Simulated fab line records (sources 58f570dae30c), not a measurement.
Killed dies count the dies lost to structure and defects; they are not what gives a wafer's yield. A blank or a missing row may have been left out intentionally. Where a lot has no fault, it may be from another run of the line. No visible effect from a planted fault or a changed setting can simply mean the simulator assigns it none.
Which tool did it? -- flow berkeley cmos170 -- 14 lots, 42 wafers sampled, at 4 steps of a route of 331

WHAT THE GAUGES READ, wafer by wafer
UCB170_PSD_TW_MEAS_10. Usual: for PSD_TW the level is 2299 and the standard deviation is 20.
lot,measured,on,PSD_TW,flag
L780,day 6 14:17,film metro-02,2324 2321 2317,
L782,day 6 22:58,film metro-02,2327 2325 2338,
L781,day 6 23:13,film metro-03,2290 2285 2289,
L784,day 7 06:07,film metro-03,2289 2296 2293,
L783,day 7 06:26,film metro-02,2315 2327 2318,
L786,day 7 20:21,film metro-02,2337 2329 2321,
L789,day 8 07:43,film metro-01,2308 2311 2307,
L788,day 8 08:06,film metro-01,2312 2310 2306,
L787,day 8 07:50,film metro-02,2310 2334 2319,
L798,day 10 05:47,film metro-03,2277 2283 2285,
L800,day 10 21:04,film metro-03,2288 2275 2286,
L801,day 10 21:22,film metro-03,2280 2293 2287,
L803,day 11 07:59,film metro-03,2280 2285 2287,
L802,day 11 08:14,film metro-01,2321 2318 2331,

UCB170_SILICIDE_RS_MEAS_02: measurement is done with a four-point probe. Usual: for SILICIDE_TI_RS the level is 27.14 ohm/sq and the standard deviation is 0.28.
lot,measured,on,SILICIDE_TI_RS (ohm/sq),flag
L780,day 6 17:53,film metro-04,27.23 27.09 26.93,
L782,day 7 02:43,film metro-04,27.47 27.45 27.21,
L781,day 7 03:04,film metro-03,27.62 27.07 27.18,
L784,day 7 12:15,film metro-04,27.52 27.30 27.00,
L783,day 7 12:41,film metro-04,27.15 27.18 27.08,
L786,day 8 02:38,film metro-04,27.28 27.03 27.01,
L789,day 8 11:59,film metro-04,26.52 26.62 26.35,
L788,day 8 12:28,film metro-01,27.12 26.80 27.16,
L787,day 8 12:20,film metro-04,27.22 27.10 27.10,
L798,day 10 09:05,film metro-01,27.25 27.14 27.35,
L800,day 11 00:52,film metro-04,27.29 27.26 26.92,
L801,day 11 01:16,film metro-04,26.94 26.41 26.60,
L803,day 11 16:28,film metro-01,26.87 27.15 27.00,
L802,day 11 17:20,film metro-03,26.89 26.92 26.89,

WHAT TOOL EACH LOT RAN ON (gives the tool, then ch and the chambers of the sampled wafers, and finally the start)
lot,UCB170_SPACER_CVD_00,UCB170_BACKSIDE_CLEAN_04
L780,"pecvd-04 ch 0,1,2, day 6 06:26","wet bench-01 ch 3, day 6 16:59"
L782,"pecvd-03 ch 0,2, day 6 16:59","wet bench-01 ch 1, day 7 01:47"
L781,"pecvd-04 ch 0,2, day 6 17:20","wet bench-01 ch 1, day 7 02:11"
L784,"pecvd-03 ch 0,2, day 7 00:05","wet bench-01 ch 3, day 7 11:22"
L783,"pecvd-03 ch 0,1, day 7 01:04","wet bench-01 ch 2, day 7 11:46"
L786,"pecvd-02 ch 0,1, day 7 14:13","wet bench-03 ch 1, day 8 01:46"
L789,"pecvd-02 ch 0,1,2, day 8 02:01","wet bench-01 ch 3, day 8 11:07"
L788,"pecvd-03 ch 0,1,2, day 8 02:44","wet bench-01 ch 3, day 8 11:34"
L787,"pecvd-04 ch 0,2, day 8 03:12","wet bench-01 ch 0, day 8 11:24"
L798,"pecvd-02 ch 0,1, day 9 23:13","wet bench-01 ch 1, day 10 08:12"
L800,"pecvd-03 ch 1,2, day 10 15:47","wet bench-02 ch 1, day 10 23:58"
L801,"pecvd-02 ch 0,1, day 10 16:27","wet bench-01 ch 0, day 11 00:20"
L803,"pecvd-03 ch 0,1,2, day 11 00:04","wet bench-01 ch 0, day 11 15:19"
L802,"pecvd-02 ch 0,1, day 11 00:16","wet bench-01 ch 3, day 11 16:12"
- UCB170_SPACER_CVD_00: deposits SiO2 from TEOS/O2, target thk 376 nm, time 47 s.
- UCB170_BACKSIDE_CLEAN_04: cleans in SPM, time 600 s.

AS READ BY THE TOOLS THEMSELVES (means over the sampled wafers that have a number; for cases with no such wafer, the mark the record gives instead)
UCB170_SPACER_CVD_00. Usual: 291 W for heater power w, sd 67.
lot,tool,heater power w (W),flag
L780,pecvd-04,319,
L782,pecvd-03,264,
L781,pecvd-04,353,
L784,pecvd-03,278,
L783,pecvd-03,375,
L786,pecvd-02,229,
L789,pecvd-02,226,
L788,pecvd-03,339,
L787,pecvd-04,371,
L798,pecvd-02,257,
L800,pecvd-03,285,
L801,pecvd-02,272,
L803,pecvd-03,288,
L802,pecvd-02,241,

UCB170_BACKSIDE_CLEAN_04. Usual: bath guard temp C 120.3 C, standard deviation 0.55; bath heat duty pct 13.6 %, standard deviation 1.4.
lot,tool,bath guard temp C (C),bath heat duty pct (%),flag
L780,wet bench-01,120.7,14.2,
L782,wet bench-01,120.3,12.9,
L781,wet bench-01,120.3,13.1,
L784,wet bench-01,121.1,14.4,
L783,wet bench-01,120.5,13.1,
L786,wet bench-03,121.0,12.4,
L789,wet bench-01,120.7,14.0,
L788,wet bench-01,-,-,OFF
L787,wet bench-01,-,-,OFF
L798,wet bench-01,120.4,12.7,
L800,wet bench-02,119.5,14.6,
L801,wet bench-01,119.6,12.2,
L803,wet bench-01,119.4,12.4,
L802,wet bench-01,120.9,13.8,

THE ANSWER, worked out from the rows above alone
Rule: lot off if the mean of its wafers having a number is beyond 3 standard deviations from the usual mean. Also off: a lot with no number at a reading for which 4 or more lots have one. Any other lot the step has rows for is counted as sound. After the gauges, taken in route order, come the tools' own readings; for these a lot's mean is taken, as printed above. At the first step where some lot is off, the reading lying furthest off is the one used; lots without a number count as furthest.
Off, at UCB170_BACKSIDE_CLEAN_04 on bath guard temp C: L788, L787. Without a number there: L788, L787.
If a tool, at that step or one of the process steps before it, ran each lot that is off and ran no sound lot following the first of them, it fits. Of those tried, none fits.

WHAT WAS PUT IN BY THE SIMULATOR
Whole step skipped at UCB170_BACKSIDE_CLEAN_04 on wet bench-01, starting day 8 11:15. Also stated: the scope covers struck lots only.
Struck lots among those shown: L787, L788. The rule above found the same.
